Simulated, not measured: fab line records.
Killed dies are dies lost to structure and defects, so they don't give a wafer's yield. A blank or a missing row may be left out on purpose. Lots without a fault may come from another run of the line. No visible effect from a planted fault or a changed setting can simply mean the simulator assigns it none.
2 desks, one fault ; flow rit-cmos ; only its own numbers are on each desk; what lay behind them is given at the end

## FOR THE TOOL OWNER'S DESK: lpcvd-01
The tool's own readings at RIT_SPACER_CVD_03 (deposits Si3N4 from SiH2Cl2/NH3, target thk 250 nm, time 3300 s): means of the sampled wafers that have a number, for each lot that ran on this tool. A lot is out of limits, marked OUT, if its mean lies more than 4 standard deviations from the usual mean; the brackets give that distance.
Columns: A = nh3-flow-sccm at RIT_SPACER_CVD_03, usual 150.1 sccm; B = sih2cl2-flow-sccm at RIT_SPACER_CVD_03, usual 60.03 sccm; C = spike-tc-centre-C at RIT_SPACER_CVD_03, usual 812.3 C
lot;first seen here;A;B;C
L488;day 3 02:08;149.9;60.06;812.2
L490;day 3 12:34;150.0;60.01;812.0
L493;day 4 03:06;180.5 (+62) OUT;60.07;812.2
L494;day 4 12:07;179.8 (+61) OUT;60.09;811.7
L495;day 4 14:02;179.6 (+60) OUT;60.11;812.1
This desk finds L493, L494, L495 out of limits, L493 being first, at day 4 03:06 (nh3-flow-sccm at RIT_SPACER_CVD_03). In limits: L488, L490.

## THE METROLOGY DESK
Means of the sampled wafers that have a number, per lot and without regard to the tool the lot ran on: this is what the gauges read. A lot is out of limits, marked OUT, if its mean lies more than 4 standard deviations from the usual mean; the brackets give that distance.
Columns: A = SPACER_NITRIDE_THK at RIT_SPACER_THK_MEAS_04, usual 250.3 nm; B = cd-nm at RIT_CONTACT_CD_MEAS_90, usual 1000.3 nm
lot;first seen here;A;B
L487;day 2 21:37;248.6;1000.1
L488;day 3 04:04;251.4;1003.1
L490;day 3 14:28;255.6;1001.3
L493;day 4 06:00;286.4 (+15) OUT;998.9
L494;day 4 14:02;282.7 (+13) OUT;999.2
L495;day 4 15:58;285.9 (+15) OUT;998.6
L497;day 5 00:32;249.4;997.5
L501;day 5 22:42;248.3;1000.3
L503;day 6 11:31;247.0;1000.4
L505;day 6 21:08;250.2;1001.8
L506;day 6 23:11;252.4;1002.5
L508;day 7 09:25;252.0;1000.1
L509;day 7 12:48;248.8;999.8
L510;day 7 18:47;246.7;1001.4
Finding of this desk: L493, L494, L495 out of limits, first seen on L493 at day 4 06:00 (SPACER_NITRIDE_THK at RIT_SPACER_THK_MEAS_04). In limits: L487, L488, L490, L497, L501, L503, L505, L506, L508, L509, L510.

## TAKEN TOGETHER
The tool owner's desk could have raised an alarm at day 4 03:06, on L493, L494, L495.
An alarm was possible from the metrology desk at day 4 06:00, on L493, L494, L495.
The lots listed all ran RIT_SPACER_CVD_03 on lpcvd-01.

## WHAT THE SIMULATOR HAD PUT IN
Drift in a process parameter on lpcvd-01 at RIT_SPACER_CVD_03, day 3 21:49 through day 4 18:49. Setting nh3-flow-sccm shifted by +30 from 150. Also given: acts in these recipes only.
Shown lots that were struck: L493, L494, L495.
Time in hours from fault onset to the first out-of-limits reading at each desk: tool owner's desk 5, metrology desk 8.
